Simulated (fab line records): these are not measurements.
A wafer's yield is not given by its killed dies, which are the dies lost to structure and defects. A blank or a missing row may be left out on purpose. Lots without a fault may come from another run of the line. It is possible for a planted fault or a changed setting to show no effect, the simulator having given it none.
Which tool was responsible? | flow rit_cmos | 18 wafers from 6 lots sampled at 2 of the route's 202 steps

WHAT THE GAUGES READ, wafer by wafer
RIT_ACTIVE_CD_MEAS_11: target cd 1400 nm.
lot  | measured    | on        | cd_nm (nm)
L801 | day 1 19:45 | cd_sem-02 | 1401.2 1399.3 1400.0
L806 | day 2 20:26 | cd_sem-02 | 1399.5 1403.0 1401.0
L808 | day 3 09:15 | cd_sem-01 | 1394.6 1395.3 1397.2
L814 | day 4 12:35 | cd_sem-02 | 1391.2 1396.4 1392.4
L820 | day 5 20:17 | cd_sem-01 | 1396.0 1398.0 1395.7
L822 | day 6 06:14 | cd_sem-01 | 1401.4 1401.6 1399.4

EACH LOT AND THE TOOL THAT RAN IT (in order: tool; ch and the chambers of the sampled wafers; start)
lot  | RIT_ACTIVE_COAT_06
L801 | litho_track-01 ch 0, day 1 18:49
L806 | litho_track-03 ch 0, day 2 19:44
L808 | litho_track-01 ch 0, day 3 08:33
L814 | litho_track-01 ch 0, day 4 11:46
L820 | litho_track-02 ch 0, day 5 19:27
L822 | litho_track-03 ch 0, day 6 05:25
- RIT_ACTIVE_COAT_06: resist thk 1000 nm.

THE ANSWER, worked out from the rows above alone
Rule: the lots themselves supply what counts as usual. The widest of any qualifying gaps counts: lots, ordered by their means at a reading, are off when they make up no more than a third of the lots, leave a main group of 4 or more, and stand apart from it by 3 or more times the standard deviation of that group's means. Not used: any main group whose means are identical at the precision the tables above print for the reading. Also off: a lot with no number at a reading for which 4 or more lots have one. All remaining lots with rows at the step are treated as sound.
Nothing can be told from this: no lot is off at any reading shown.

WHAT WAS PUT IN BY THE SIMULATOR
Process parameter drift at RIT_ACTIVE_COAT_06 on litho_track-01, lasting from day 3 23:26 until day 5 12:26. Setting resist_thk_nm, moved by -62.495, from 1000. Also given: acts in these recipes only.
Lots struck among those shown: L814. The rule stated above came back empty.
